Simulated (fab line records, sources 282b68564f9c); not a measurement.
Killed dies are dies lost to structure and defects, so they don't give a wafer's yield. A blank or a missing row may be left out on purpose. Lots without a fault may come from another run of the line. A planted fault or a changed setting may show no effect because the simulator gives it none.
Split-lot experiment | flow rit_cmos | 5 lots, 23 wafers read, on a route of 202 steps

THE SPLIT
At RIT_PLDD_IMPLANT_08, the setting energy_kev was moved away from the recipe's 20 on 5 of the 23 wafers read, by -5.1% to -2.9%. The other wafers ran this setting at the recipe's value.

The reading is taken at the split's own step.

THE READING
implant.drp_nm (the simulator's own value, which no gauge read), in nm, at RIT_PLDD_IMPLANT_08. The file gives no usual value for it.

wafer  | tool, chamber at the split | energy_kev as run | against the recipe | implant.drp_nm, nm | against lot-mates on the recipe
L075.1 | implanter-01, 0            | 20                | recipe             | 9.752              | -
L075.2 | implanter-01, 0            | 20                | recipe             | 9.752              | -
L075.4 | implanter-01, 0            | 20                | recipe             | 9.752              | -
L075.5 | implanter-01, 0            | 20                | recipe             | 9.752              | -
L075.6 | implanter-01, 0            | 20                | recipe             | 9.752              | -
L078.1 | implanter-03, 0            | 20                | recipe             | 9.752              | -
L078.3 | implanter-03, 0            | 20                | recipe             | 9.752              | -
L078.6 | implanter-03, 0            | 20                | recipe             | 9.752              | -
L078.2 | implanter-03, 0            | 18.98             | -5.1%              | 9.399              | -0.353
L078.5 | implanter-03, 0            | 18.98             | -5.1%              | 9.399              | -0.353
L080.1 | implanter-03, 0            | 20                | recipe             | 9.752              | -
L080.2 | implanter-03, 0            | 20                | recipe             | 9.752              | -
L080.3 | implanter-03, 0            | 20                | recipe             | 9.752              | -
L080.4 | implanter-03, 0            | 20                | recipe             | 9.752              | -
L080.5 | implanter-03, 0            | 20                | recipe             | 9.752              | -
L081.1 | implanter-02, 0            | 19.42             | -2.9%              | 9.552              | -0.200
L081.3 | implanter-02, 0            | 19.42             | -2.9%              | 9.552              | -0.200
L081.5 | implanter-02, 0            | 19.42             | -2.9%              | 9.552              | -0.200
L081.2 | implanter-02, 0            | 20                | recipe             | 9.752              | -
L081.6 | implanter-02, 0            | 20                | recipe             | 9.752              | -
L082.1 | implanter-01, 0            | 20                | recipe             | 9.752              | -
L082.3 | implanter-01, 0            | 20                | recipe             | 9.752              | -
L082.6 | implanter-01, 0            | 20                | recipe             | 9.752              | -

THE FIT
A straight line over all 23 wafers: implant.drp_nm changes by +0.0691 nm for each +1% of energy_kev; r = +1.00; the points scatter about the line by 0.00022 nm.
The same after taking each lot's own level away (the mean of its wafers on the recipe; 23 wafers): +0.0691 nm for each +1%; r = +1.00; scatter 0.00022 nm.
On that fit, the largest move of energy_kev shifts the reading by 0.35 nm.
The lots' own levels span 9.7520 to 9.7520 nm.
So the lot-to-lot level changes the slope little: the two slopes agree.
Check: with one of the wafers moved furthest among these (-5.1%) left out of the fit, the line predicts -0.352 nm for it against its lot-mates. It came out at -0.353 nm against them.

OTHER SPLITS ON THESE WAFERS
These wafers also went through other splits before the reading. Each is held against what the fit with the lots' levels taken away leaves over:
other split on the same wafers     | wafers away from the commonest value | r with implant.drp_nm (lot level and that fit taken away)
RIT_ACTIVE_OXIDATION_01 temp_c     | 18                                   | +0.07
RIT_ACTIVE_ETCH_13 time_s          | 4                                    | -0.02
RIT_FOX2_WET_ETCH_03 time_s        | 15                                   | +0.28
RIT_NWELL_IMPLANT_08 energy_kev    | 10                                   | -0.27
RIT_PWELL_IMPLANT_08 energy_kev    | 6                                    | -0.01
RIT_NRETRO_IMPLANT_08 energy_kev   | 8                                    | +0.04
RIT_PRETRO_COAT_01 resist_thk_nm   | 9                                    | -0.69
RIT_PRETRO_IMPLANT_08 dose_cm2     | 10                                   | -0.29
RIT_GATE_OXIDATION_05 temp_c       | 18                                   | -0.62
RIT_GATE_DEVELOP_15 develop_time_s | 10                                   | -0.51
RIT_NLDD_COAT_01 spin_rpm          | 9                                    | +0.22

THE WHOLE CHAIN: every reading that the file lists as answering this split, in the file's order
step                | what it does | reading                                                         | change (the file's fit)               | r (the file's)
RIT_PLDD_IMPLANT_08 |              | implant.rp_nm (the simulator's own value, which no gauge read)  | +0.133 nm for each +1% of the setting | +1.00
RIT_PLDD_IMPLANT_08 |              | implant.drp_nm (the simulator's own value, which no gauge read) | +0.069 nm for each +1% of the setting | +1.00

THE FILE'S OWN FIT
implant.drp_nm changes by +0.069 nm for each +1% of energy_kev, r = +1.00.
